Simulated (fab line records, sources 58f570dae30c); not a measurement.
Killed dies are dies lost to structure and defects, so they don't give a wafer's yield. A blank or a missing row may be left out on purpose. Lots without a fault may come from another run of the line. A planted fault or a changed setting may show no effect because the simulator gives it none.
Split-lot experiment | flow berkeley_cmos170 | 5 lots, 27 wafers read, on a route of 331 steps

THE SPLIT
At UCB170_M1_METAL_ETCH_12 (etches Al in Cl2/BCl3, stops on PSG, target depth 780 nm, time 130 s), the setting time_s was moved away from the recipe's 130 s on 12 of the 27 wafers read, by -42.5% to +54.9%. The other wafers ran this setting at the recipe's value.

FROM THE SPLIT TO THE READING: what the file shows between them, 1 step
- UCB170_M1_STRIP_13: strips in O2

THE READING
cd_nm, in nm, at UCB170_M1_CD_MEAS_90 (target cd 700 nm). Fault-free wafers of this fab line usually give 700 nm, standard deviation 3.8 nm.

wafer  | tool, chamber at the split | time_s as run, s | against the recipe | cd_nm, nm | against lot-mates on the recipe
L074.1 | rie_metal-02, 1            | 89.35            | -31.3%             | 715       | +11
L074.2 | rie_metal-02, 0            | 130              | recipe             | 703       | -
L074.3 | rie_metal-02, 1            | 89.35            | -31.3%             | 713       | +9
L074.4 | rie_metal-02, 0            | 130              | recipe             | 705       | -
L074.5 | rie_metal-02, 0            | 89.35            | -31.3%             | 713       | +9
L074.6 | rie_metal-02, 1            | 130              | recipe             | 705       | -
L076.1 | rie_metal-03, 0            | 201.4            | +54.9%             | 679       | -18
L076.2 | rie_metal-03, 1            | 201.4            | +54.9%             | 680       | -17
L076.3 | rie_metal-03, 0            | 130              | recipe             | 696       | -
L076.4 | rie_metal-03, 1,0          | 130              | recipe             | 697       | -
L076.5 | rie_metal-03, 1            | 201.4            | +54.9%             | 679       | -18
L076.6 | rie_metal-03, 1,0          | 130              | recipe             | 699       | -
L075.2 | rie_metal-02, 1            | 130              | recipe             | 703       | -
L075.3 | rie_metal-02, 0            | 130              | recipe             | 706       | -
L075.4 | rie_metal-02, 1            | 130              | recipe             | 702       | -
L079.1 | rie_metal-04, 1,0          | 194.1            | +49.3%             | 680       | -21
L079.2 | rie_metal-04, 0            | 130              | recipe             | 704       | -
L079.3 | rie_metal-04, 1            | 130              | recipe             | 697       | -
L079.4 | rie_metal-04, 1,0          | 194.1            | +49.3%             | 685       | -16
L079.5 | rie_metal-04, 1            | 194.1            | +49.3%             | 681       | -20
L079.6 | rie_metal-04, 0            | 130              | recipe             | 702       | -
L085.1 | rie_metal-03, 0            | 74.81            | -42.5%             | 709       | +14
L085.2 | rie_metal-03, 0            | 130              | recipe             | 695       | -
L085.3 | rie_metal-03, 0            | 130              | recipe             | 694       | -
L085.4 | rie_metal-03, 0            | 74.81            | -42.5%             | 708       | +13
L085.5 | rie_metal-03, 0            | 74.81            | -42.5%             | 706       | +11
L085.6 | rie_metal-03, 0            | 130              | recipe             | 695       | -
Where a row lists several chambers, the file gives one row for several wafers and doesn't say which wafer went through which chamber.

THE FIT
A straight line over all 27 wafers: cd_nm changes by -0.335 nm for each +1% of time_s; r = -0.93; the points scatter about the line by 4.2 nm.
The same after taking each lot's own level away (the mean of its wafers on the recipe; 27 wafers): -0.335 nm for each +1%; r = -0.98; scatter 1.8 nm.
On that fit, the largest move of time_s shifts the reading by 18 nm.
The lots' own levels span 694.7 to 704.3 nm, that is 2.5 times the standard deviation above.
So the lot-to-lot level changes the slope little: the two slopes agree.
Check: with one of the wafers moved furthest among these (+54.9%) left out of the fit, the line predicts -19 nm for it against its lot-mates. It came out at -18.3 nm against them.

OTHER SPLITS ON THESE WAFERS
These wafers also went through other splits before the reading. Each is held against what the fit with the lots' levels taken away leaves over:
other split on the same wafers      | wafers away from the commonest value | r with cd_nm (lot level and that fit taken away)
UCB170_NWELL_OXIDATION_01 ox_time_s | 21                                   | +0.01
UCB170_PWELL_ETCH_14 target_depth_a | 6                                    | -0.11
UCB170_M1_SPUTTER_00 time_s         | 9                                    | +0.11

THE WHOLE CHAIN: every reading that the file lists as answering this split, in the file's order
step                    | what it does                                                         | reading                                                                   | change (the file's fit)                                                              | r (the file's)
UCB170_M1_METAL_ETCH_12 | etches Al in Cl2/BCl3, stops on PSG, target depth 780 nm, time 130 s | KrF_of_M1_COAT_04.thk_nm (the simulator's own value, which no gauge read) | -4.39 nm for each +1% of the setting                                                 | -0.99
UCB170_M1_STRIP_13      | strips in O2                                                         | oes_product_au                                                            | not straight: 0.725 at the lowest setting, 0.720 at the recipe, 0.518 at the highest | not given
UCB170_M1_CD_MEAS_90    | target cd 700 nm                                                     | cd_nm                                                                     | -0.335 nm for each +1% of the setting                                                | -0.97
UCB170_M3_PROBE_99      |                                                                      | etest.m1.width_nm (the simulator's own value, which no gauge read)        | -0.305 nm for each +1% of the setting                                                | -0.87

THE FILE'S OWN FIT
cd_nm changes by -0.335 nm for each +1% of time_s, r = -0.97.
